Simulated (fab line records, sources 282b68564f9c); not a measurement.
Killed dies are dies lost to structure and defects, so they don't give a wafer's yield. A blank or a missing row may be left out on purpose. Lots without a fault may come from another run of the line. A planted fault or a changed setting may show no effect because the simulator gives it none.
fab line records | flow rit_cmos
record lots=14 wafers=42 last_day=7
route steps=202 shown GATE@75 FOX2@80 M1@202
lots that met no fault: from a run of the same line without faults
start_h: hours from the record's first day to the start of the lot's first wafer shown | wait_h: hours since the lot's step before | " the same as in the row above | L1.1+2: a row that stands for several wafers | - no value, or no start given | * or withheld: withheld | < > ~ a bound
route shown NAME@n: a module of which the file shows steps, and the number in the route of the first | usual: mean/standard deviation of fault-free wafers | same: alike in all rows | chamber/n: place in a boat | sites: the reading at each site | _std_site: their standard deviation | _edge_site: outer sites' mean less inner sites' | radius_mm: how far each site lies from the wafer's centre | mask NAME#n: copy n | behind: the tool/chamber that last shaped the wafer | hold: why the lot was held/for how many hours/how that ended | device: the transistor (n, p or np) that didn't switch | end of line: the same wafers' tests at the end of the route | a step without rows: its recipe alone | killed: dies lost to structure and defects at the first sort, not the wafer's yield | map: a wafer's dies, x killed, . not, _ none there
set.NAME: the setting as run; set.NAME@STEP: as run at that earlier step | model.NAME: the simulator's own value behind a step, which no gauge read
steps of the route over a sample of lots; a table a step, a row a wafer
services: from which hour (start_h, from the record's first day; less than 0 if before it) a tool's chamber was out of use, for how many hours, and why
## steps
# step RIT_GATE_WET_ETCH_00
# recipe chemistry=BOE target=SiO2 target_depth_nm=56 time_s=60 dry=n2_spin dilution=10:1 temp_c=21.5
# usual bath_heat_duty_pct=1.7/0.4 run_length_s=88/3.2
# columns lot.wafer tool chamber start_h wait_h bath_heat_duty_pct run_length_s
L650.2 wet_bench-01 3 38.70 0.0 2.7 85
L650.3 " 3 " " 1.9 85
L650.5 " 3 " " 1.9 85
L651.1 wet_bench-04 0 43.12 0.1 2.3 87
L651.3 " 0 " " 1.7 87
L651.4 " 0 " " 1.5 87
L652.2 wet_bench-03 1 47.64 0.0 1.3 92
L652.4 " 1 " " 1.6 92
L652.5 " 1 " " 1.1 92
L653.1 wet_bench-04 0 51.98 0.1 1.4 87
L653.3 " 0 " " 1.8 87
L653.6 " 0 " " 1.6 87
L654.2 wet_bench-01 3 58.26 0.0 1.1 93
L654.3 " 3 " " 2.0 93
L654.5 " 3 " " 2.2 93
L655.1 wet_bench-04 1 61.88 0.1 - -
L655.2 " 1 " " - -
L655.4 " 1 " " - -
L656.2 wet_bench-01 0 70.49 0.0 - -
L656.3 " 0 " " - -
L656.6 " 0 " " - -
L657.1 wet_bench-01 1 74.97 0.1 2.2 86
L657.2 " 1 " " 2.5 86
L657.3 " 1 " " 1.8 86
L661.4 wet_bench-03 1 93.92 0.0 1.0 85
L661.5 " 1 " " 1.6 85
L661.6 " 1 " " 1.5 85
L666.1 wet_bench-04 2 119.59 0.1 1.7 84
L666.3 " 2 " " 1.4 84
L666.4 " 2 " " 1.7 84
L667.1 wet_bench-04 2 123.20 0.1 2.0 86
L667.4 " 2 " " 2.0 86
L667.5 " 2 " " 1.4 86
L668.2 wet_bench-01 1 127.35 0.0 2.4 86
L668.4 " 1 " " 2.0 86
L668.5 " 1 " " 1.9 86
L669.1 wet_bench-01 1 134.00 0.1 1.7 93
L669.5 " 1 " " 1.7 93
L669.6 " 1 " " 2.0 93
L672.1 wet_bench-04 2 148.54 0.1 1.3 91
L672.5 " 2 " " 1.3 91
L672.6 " 2 " " 2.2 91
# step RIT_FOX2_THK_MEAS_91
# recipe reads=SiO2_of_FOX2_OXIDATION_00
# usual FIELD_OXIDE_LEFT_2_THK=254/6.6
# columns lot.wafer tool chamber start_h wait_h FIELD_OXIDE_LEFT_2_THK[nm]
L650.2 film_metro-03 - 39.15 0.0 270
L650.3 " - " " 272
L650.5 " - " " 272
L651.1 film_metro-03 - 43.71 0.0 260
L651.3 " - " " 263
L651.4 " - " " 252
L652.2 film_metro-01 - 48.10 0.0 268
L652.4 " - " " 269
L652.5 " - " " 259
L653.1 film_metro-02 - 52.40 0.0 245
L653.3 " - " " 249
L653.6 " - " " 251
L654.2 film_metro-02 - 58.73 0.0 259
L654.3 " - " " 253
L654.5 " - " " 260
L655.1 film_metro-03 - 62.33 0.0 315
L655.2 " - " " 303
L655.4 " - " " 308
L656.2 film_metro-01 - 70.93 0.0 309
L656.3 " - " " 308
L656.6 " - " " 307
L657.1 film_metro-01 - 75.39 0.0 250
L657.2 " - " " 252
L657.3 " - " " 252
L661.4 film_metro-01 - 94.37 0.0 260
L661.5 " - " " 265
L661.6 " - " " 264
L666.1 film_metro-02 - 120.09 0.1 255
L666.3 " - " " 255
L666.4 " - " " 254
L667.1 film_metro-01 - 123.61 0.0 255
L667.4 " - " " 262
L667.5 " - " " 262
L668.2 film_metro-03 - 127.77 0.0 257
L668.4 " - " " 260
L668.5 " - " " 255
L669.1 film_metro-02 - 134.43 0.0 251
L669.5 " - " " 248
L669.6 " - " " 252
L672.1 film_metro-02 - 149.01 0.0 247
L672.5 " - " " 242
L672.6 " - " " 252
# step RIT_M1_PROBE_99
# usual killed_at_contacts=0.1/0.3 killed_at_front_end=6.9/2.9 killed_dies=7.0/2.9 killed_on_rim=1.8/1.4 killed_open=3.3/2 killed_short=3.7/2
# same gross_dies=264 killed_at_M0_to_M3=0 killed_at_M4_up=0 killed_at_back_side=0 killed_at_other=0
# columns lot.wafer tool chamber start_h wait_h killed_at_contacts killed_at_front_end killed_dies killed_on_rim killed_open killed_short
L655.1 prober-01 - 88.48 0.1 0 264 264 70 4 4
L655.2 prober-01 - 88.53 0.1 0 264 264 70 2 4
L655.4 prober-01 - 88.63 0.2 1 263 264 70 10 3
L656.2 prober-02 - 98.70 0.1 0 264 264 70 11 3
L656.3 prober-02 - 98.75 0.2 0 264 264 70 0 4
L656.6 prober-02 - 98.90 0.2 0 264 264 70 7 5
L666.4 prober-01 - 147.98 0.2 0 8 8 2 5 3
# killed by level:class
L655.1 GATE:area_etch=256 GATE:geometric_particle:short=2 REOX:geometric_particle:open=2 FOX2:geometric_particle:open=1 REOX:geometric_particle:short=1 SILICIDE:geometric_particle:short=1 SILICIDE:geometric_particle:open=1
L655.2 GATE:area_etch=258 REOX:geometric_particle:short=3 FOX1:geometric_particle:open=1 FOX1:geometric_particle:short=1 REOX:geometric_particle:open=1
L655.4 GATE:area_etch=251 SILICIDE:geometric_particle:open=4 SPACER:geometric_particle:open=2 FOX1:geometric_particle:open=1 FOX1:geometric_particle:short=1 FOX2:geometric_particle:short=1 GATE:geometric_particle:open=1 REOX:geometric_particle:open=1
L656.2 GATE:area_etch=250 GATE:geometric_particle:open=5 REOX:geometric_particle:short=3 FOX1:geometric_particle:open=2 REOX:geometric_particle:open=2 SPACER:geometric_particle:open=2
L656.3 GATE:area_etch=260 GATE:geometric_particle:short=2 REOX:geometric_particle:short=2
L656.6 GATE:area_etch=252 GATE:geometric_particle:open=5 GATE:geometric_particle:short=3 REOX:geometric_particle:short=2 REOX:geometric_particle:open=2
L666.4 GATE:geometric_particle:open=2 SPACER:geometric_particle:short=2 FOX2:geometric_particle:open=1 FOX2:geometric_particle:short=1 REOX:geometric_particle:open=1 SILICIDE:geometric_particle:open=1
## services
# columns tool chamber start_h hours kind
wet_bench-01 - 26.94 3.8 repair
wet_bench-04 - 36.94 4.4 pm
## key
first_sign step=RIT_GATE_WET_ETCH_00 reading=tool_record direction=missing
effect step=RIT_FOX2_THK_MEAS_91 reading=FIELD_OXIDE_LEFT_2_THK direction=up sigmas=8.2 usual=254 struck=308
effect step=RIT_M1_PROBE_99 reading=killed_at_front_end direction=up sigmas=89 usual=6.9 struck=263.8
more_kills_born_at RIT_GATE_WET_ETCH_00@wet_bench-04=765 RIT_GATE_WET_ETCH_00@wet_bench-01=762
met_at RIT_GATE_WET_ETCH_00
struck_lots L655,L656
later_rows_left_out L655.1,L655.2,L655.4,L656.2,L656.3,L656.6
tester_left_out L655,L656
onset_between 58.26 61.88
fault kind=skipped_step_whole tool=wet_bench-01,wet_bench-04 chamber=- onset_h=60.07 steps=RIT_GATE_WET_ETCH_00 scope=struck_lots_only
# tester_left_out: of these lots the tester's yield and bins aren't shown, on N5 and GAA mostly nor the transistor test; their killed dies are dies lost to structure and defects alone, not to doping, threshold or leakage, so they don't give the yield
# later_rows_left_out: the simulator's readings of these wafers behind a module that went badly wrong aren't trusted and aren't shown, but for the sort
